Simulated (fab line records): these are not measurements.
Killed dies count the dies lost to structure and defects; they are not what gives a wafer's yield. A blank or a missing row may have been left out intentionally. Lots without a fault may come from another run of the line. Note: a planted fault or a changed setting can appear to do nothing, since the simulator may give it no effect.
Comparing a struck lot with a sound one -- flow ritCmos -- 15 out of 202 route steps
Sound: the wafers L775.3, L775.4, L775.5. Struck: wafer L784.6. (L784.1, L784.3 of the same lot were not struck and are left out.) The cause comes at the end.
Each step with rows lists, per side, the tool, then ch with its chambers, then its first start. Under that, the readings that differ: sound wafers -- struck wafers -- difference of the means -- sigmas: that difference in standard deviations of wafers without a fault.
alike: readings whose means differ by less than 2 such deviations, and words and numbers that are the same on both sides. not compared: withheld readings, readings that some wafer has no value for, bounds like >300 that may hide the same value, and numbers for which the record gives no deviation and whose values overlap.
A row with sigmas, a row that says differs or no value, or rows on one side alone: a step with any of these is where the two part. When numbers do not overlap yet have no deviation, they are printed without sigmas and do not part them. Lack of a reading on every wafer of one side parts them only where that side has two or more wafers.

RIT_SILICIDE_RTA_06: time 10 s, ramp up 5 s, ramp down 10 s.
  sound on rtpAnneal-01 ch 0, day 3 14:27; struck on rtpAnneal-02 ch 0, day 5 10:52
  alike: wafer_temp_C_max
RIT_CONTACT_CVD_00: deposits SiO2 from TEOS, target thk 400 nm, time 61 s.
  sound on pecvd-03 ch 0,1,2, day 3 14:29; struck on pecvd-02 ch 0, day 5 10:56
  alike: heaterPowerW
RIT_CONTACT_THK_MEAS_01:
  sound on filmMetro-04 at day 3 14:34; struck on filmMetro-03 at day 5 10:59
  alike: CONTACT_TEOS_THK
then, 6 steps without rows for these wafers: RIT_CONTACT_HMDS_02 (prime time 60 s); RIT_CONTACT_COAT_03 (resist thk 1000 nm); RIT_CONTACT_SOFTBAKE_04 (time 60 s); RIT_CONTACT_EXPOSE_05 (exposes mask M11, target cd 1000 nm); RIT_CONTACT_PEB_06; RIT_CONTACT_DEVELOP_07 (develop time 120 s).
RIT_CONTACT_CD_MEAS_08: target cd 1000 nm.
  sound on cdSem-02 at day 3 15:47; struck on cdSem-02 at day 5 12:08
  alike: cdNm
RIT_CONTACT_OVL_MEAS_09:
  sound on overlay-02 at day 3 15:53; struck on overlay-02 at day 5 12:16
reading,sound,struck,difference,sigmas
CONTACT_OVL (nm),2.8 2.8 2.4,-1.1,-3.8,-3
then, 1 step without rows for these wafers: RIT_CONTACT_HARDBAKE_10 (time 60 s).
RIT_CONTACT_ETCH_11: etches SiO2 in CHF3/CF4/Ar, stops on TiSi2, target depth 480 nm, time 320 s.
  sound on rieDiel-01 ch 0,1, day 3 16:04; struck on rieDiel-03 ch 0, day 5 12:32
reading,sound,struck,difference,sigmas
rfFwdPowerW (W),199.5 200.4 199.3,119.9,-79.8,-99 or more
model.etch.depthNm (nm),397.8 407.4 407.6,376.6,-27.7,
model.CONTACT.featureDepthNm (nm),397.8 407.4 407.6,376.6,-27.7,
model.NOVOLAK_of_CONTACT_COAT_03.thkNm (nm),772.8 763.6 766.8,796.6,+28.9,
  alike: drypumpMotorCurrentA, oesProductAu, throttleValvePct
  not compared: rfHoursCounterH
RIT_CONTACT_STRIP_12: strips in O2, time 180 s.
  sound on plasmaAsher-04 ch 0,1, day 3 16:19; struck on plasmaAsher-03 ch 1, day 5 12:44
  alike: drypumpMotorCurrentA
  not compared: rfHoursCounterH
RIT_M1_PROBE_99:
  sound on prober-02 at day 3 21:08; struck on prober-01 at day 6 08:45
reading,sound,struck,difference,sigmas
killedAtContacts,0 0 0,240,+240,+99 or more
killedDies,9 7 8,249,+241,+89
killedOnRim,0 3 4,70,+68,+56
  alike: killedAtFrontEnd, killedOpen, killedShort

WHERE THEY PART
At RIT_CONTACT_OVL_MEAS_09 first; at RIT_M1_PROBE_99 last (within this record only).

WHY: the cause the simulator had injected
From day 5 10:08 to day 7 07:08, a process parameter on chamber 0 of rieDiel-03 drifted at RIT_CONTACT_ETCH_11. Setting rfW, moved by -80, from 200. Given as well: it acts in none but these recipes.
